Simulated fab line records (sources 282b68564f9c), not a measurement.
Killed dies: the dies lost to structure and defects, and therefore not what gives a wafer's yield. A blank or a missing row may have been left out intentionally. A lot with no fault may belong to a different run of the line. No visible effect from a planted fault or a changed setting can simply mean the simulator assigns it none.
The tool behind it: which one?    flow rit_cmos    45 wafers from 15 lots sampled at 5 of the route's 202 steps

== WHAT THE GAUGES SHOWED, per wafer ==
RIT_ACTIVE_THK_MEAS_02. Usual: for ACTIVE_OXIDE_THK the level is 47.0 nm and the standard deviation is 0.8.
lot   measured     on             ACTIVE_OXIDE_THK (nm)  flag
L738  day 1 12:05  film_metro-04  46.3 46.3 46.5         
L739  day 1 17:04  film_metro-04  47.6 47.5 47.3         
L740  day 1 23:18  film_metro-02  47.6 47.8 46.3         
L742  day 2 08:04  film_metro-04  45.8 46.8 46.1         
L745  day 2 23:04  film_metro-02  47.2 47.3 47.3         
L746  day 3 04:03  film_metro-04  58.7 60.0 58.4         OFF
L747  day 3 09:04  film_metro-02  60.6 59.0 60.2         OFF
L749  day 3 19:03  film_metro-02  58.7 58.1 58.2         OFF
L753  day 4 15:03  film_metro-02  47.5 47.2 47.5         
L754  day 4 20:05  film_metro-03  46.9 47.5 46.8         
L755  day 5 01:03  film_metro-04  47.4 46.5 48.1         
L757  day 5 13:32  film_metro-02  48.1 47.6 47.7         
L758  day 5 16:32  film_metro-02  47.1 46.6 46.2         
L759  day 5 21:03  film_metro-02  47.3 46.8 46.7         
L761  day 6 08:47  film_metro-02  48.5 47.4 47.6         

RIT_PLDD_TW_MEAS_10. Usual: for PLDD_TW the level is 2332 and the standard deviation is 21.
lot   measured     on             PLDD_TW         flag
L738  day 2 20:04  film_metro-03  2334 2331 2327  
L739  day 3 02:47  film_metro-04  2325 2346 2342  
L740  day 3 06:10  film_metro-04  2349 2347 2340  
L742  day 3 15:42  film_metro-03  2342 2345 2342  
L745  day 4 06:21  film_metro-04  2370 2360 2359  
L746  day 4 12:58  film_metro-04  2357 2343 2350  
L747  day 4 17:13  film_metro-02  2297 2302 2295  
L749  day 5 02:44  film_metro-04  2353 2342 2334  
L753  day 6 02:47  film_metro-03  2299 2303 2312  
L754  day 6 03:22  film_metro-03  2305 2304 2304  
L755  day 6 09:21  film_metro-03  2305 2306 2308  
L757  day 6 22:08  film_metro-02  2306 2312 2309  
L758  day 7 03:45  film_metro-04  2372 2373 2369  
L759  day 7 07:37  film_metro-04  2350 2335 2356  
L761  day 7 15:23  film_metro-03  2320 2306 2329  

RIT_M1_BOW_MEAS_16. Usual: for M1_BOW the level is 17 um and the standard deviation is 6.2.
lot   measured     on             M1_BOW (um)  flag
L738  day 3 09:40  film_metro-02  18 26 17     
L739  day 3 16:09  film_metro-02  20 17 17     
L740  day 3 22:22  film_metro-02  15 9 11      
L742  day 4 06:22  film_metro-02  16 14 12     
L745  day 4 19:26  film_metro-02  23 9 21      
L746  day 5 02:00  film_metro-02  22 21 22     
L747  day 5 06:21  film_metro-03  14 1 9       
L749  day 5 20:12  film_metro-02  19 31 16     
L753  day 6 17:53  film_metro-03  24 20 20     
L754  day 6 17:56  film_metro-02  13 6 19      
L755  day 6 22:54  film_metro-03  17 21 18     
L757  day 7 12:29  film_metro-03  17 28 21     
L758  day 7 17:02  film_metro-04  18 27 19     
L759  day 7 20:55  film_metro-04  19 8 19      
L761  day 8 04:25  film_metro-02  14 20 10     

== WHAT TOOL EACH LOT RAN ON (gives the tool, then ch and the chambers of the sampled wafers, and finally the start) ==
lot   RIT_ACTIVE_OXIDATION_01       RIT_M1_STRIP_14
L738  furnace-01 ch 0, day 1 10:07  plasma_asher-02 ch 0,1, day 3 07:52
L739  furnace-04 ch 0, day 1 15:07  plasma_asher-04 ch 0,1, day 3 14:23
L740  furnace-04 ch 0, day 1 21:21  plasma_asher-02 ch 0,1, day 3 19:37
L742  furnace-03 ch 0, day 2 06:07  plasma_asher-01 ch 1, day 4 04:28
L745  furnace-04 ch 0, day 2 21:07  plasma_asher-02 ch 1, day 4 17:37
L746  furnace-04 ch 0, day 3 02:07  plasma_asher-01 ch 0,1, day 5 00:13
L747  furnace-04 ch 0, day 3 07:07  plasma_asher-04 ch 0,1, day 5 04:32
L749  furnace-04 ch 0, day 3 17:07  plasma_asher-04 ch 0,1, day 5 14:08
L753  furnace-01 ch 0, day 4 13:07  plasma_asher-02 ch 0,1, day 6 14:51
L754  furnace-03 ch 0, day 4 18:07  plasma_asher-04 ch 0,1, day 6 15:09
L755  furnace-01 ch 0, day 4 23:07  plasma_asher-02 ch 0,1, day 6 21:07
L757  furnace-03 ch 0, day 5 11:35  plasma_asher-04 ch 0,1, day 7 10:43
L758  furnace-03 ch 0, day 5 14:36  plasma_asher-04 ch 0,1, day 7 15:14
L759  furnace-03 ch 0, day 5 19:07  plasma_asher-04 ch 0,1, day 7 19:07
L761  furnace-01 ch 0, day 6 06:49  plasma_asher-02 ch 0,1, day 8 02:37
- RIT_ACTIVE_OXIDATION_01: target thk 46.8 nm, ox time 3360 s.
- RIT_M1_STRIP_14: strips in O2, time 180 s.

== WHAT THE TOOLS THEMSELVES READ (means of the sampled wafers that have a number; where no wafer has one, the mark that the record gives instead) ==
RIT_ACTIVE_OXIDATION_01. Usual: spike_tc_centre_C 1003.2 C, standard deviation 1.7; spike_tc_load_C 1025.7 C, standard deviation 2.8; spike_tc_source_C 1025.5 C, standard deviation 1.7; tube_center_temp_C 1000 C, standard deviation 0.093; tube_center_temp_C_max 1002.6, standard deviation 0.43.
lot   tool        spike_tc_centre_C (C)  spike_tc_load_C (C)  spike_tc_source_C (C)  tube_center_temp_C (C)  tube_center_temp_C_max  flag
L738  furnace-01  1001.6                 1029.1               1024.2                 1000                    1002.4                  
L739  furnace-04  1004.0                 1024.0               1026.1                 1000                    1002.4                  
L740  furnace-04  1003.7                 1023.2               1027.6                 1000                    1002.8                  
L742  furnace-03  1004.6                 1024.9               1025.6                 1000                    1002.9                  
L745  furnace-04  1003.2                 1023.9               1026.9                 1000                    1002.5                  
L746  furnace-04  1027.6                 1048.8               1051.9                 1025                    1028.1                  OFF
L747  furnace-04  1028.6                 1048.2               1051.6                 1025                    1028.0                  OFF
L749  furnace-04  1028.6                 1048.4               1052.1                 1025                    1027.4                  OFF
L753  furnace-01  1000.7                 1028.8               1023.3                 1000                    1002.9                  
L754  furnace-03  1005.5                 1025.5               1025.8                 1000                    1002.3                  
L755  furnace-01  1002.2                 1029.0               1024.4                 1000                    1002.8                  
L757  furnace-03  1004.8                 1025.9               1026.5                 1000                    1002.4                  
L758  furnace-03  1004.4                 1025.6               1026.4                 1000                    1002.5                  
L759  furnace-03  1004.5                 1024.6               1024.5                 1000                    1002.7                  
L761  furnace-01  1001.4                 1028.9               1023.7                 1000                    1002.3                  

RIT_M1_STRIP_14. Usual: drypump_motor_current_A reads 5.5 A (standard deviation 0.35).
lot   tool             drypump_motor_current_A (A)  flag
L738  plasma_asher-02  5.8                          
L739  plasma_asher-04  5.3                          
L740  plasma_asher-02  5.8                          
L742  plasma_asher-01  6.0                          
L745  plasma_asher-02  5.8                          
L746  plasma_asher-01  5.7                          
L747  plasma_asher-04  5.1                          
L749  plasma_asher-04  5.1                          
L753  plasma_asher-02  5.8                          
L754  plasma_asher-04  5.3                          
L755  plasma_asher-02  5.8                          
L757  plasma_asher-04  5.3                          
L758  plasma_asher-04  5.3                          
L759  plasma_asher-04  5.3                          
L761  plasma_asher-02  5.8                          

== THE ANSWER, worked out from the rows above alone ==
Rule: lot off if the mean of its wafers having a number is beyond 3 standard deviations from the usual mean. A lot without any number at a reading at which 4 lots or more have one is off too. All remaining lots with rows at the step are treated as sound. Order of review: gauges by route order, followed by the tools' own readings, for which a lot's mean as printed above is used. The first step at which some lot is off is used, and at that step the reading that is off furthest; a lot without a number counts as furthest.
Off: L746, L747, L749, at RIT_ACTIVE_THK_MEAS_02 (ACTIVE_OXIDE_THK).
A tool fits if, at a process step before that reading, it ran every lot that is off, and no sound lot after the first of them. Not tried: the gauges at RIT_ACTIVE_THK_MEAS_02; whatever is off there is also off at RIT_ACTIVE_OXIDATION_01, on other tools, and gauge error can't account for it. One candidate fits, namely furnace-04 at RIT_ACTIVE_OXIDATION_01. A fault onset in the window from L745 (day 2 21:07, its last sound lot) to L746 (day 3 02:07, its first lot off) fits.
The tool's own readings at RIT_ACTIVE_OXIDATION_01 bear it out: on the lots that are off they differ by more than 5 times the standard deviation of the sound lots' means. spike_tc_centre_C reads 1028.3 C there against 1003.4 C on the sound lots; spike_tc_load_C reads 1048.5 C there against 1026.1 C on the sound lots; spike_tc_source_C reads 1051.9 C there against 1025.4 C on the sound lots; tube_center_temp_C reads 1025 C there against 1000 C on the sound lots; tube_center_temp_C_max reads 1027.8 there against 1002.6 on the sound lots.

== WHAT THE SIMULATOR HAD INSERTED ==
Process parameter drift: furnace-04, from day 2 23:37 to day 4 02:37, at RIT_ACTIVE_OXIDATION_01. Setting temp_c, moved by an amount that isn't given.
Shown lots that were struck: L746, L747, L749. This agrees with what the rule above found.
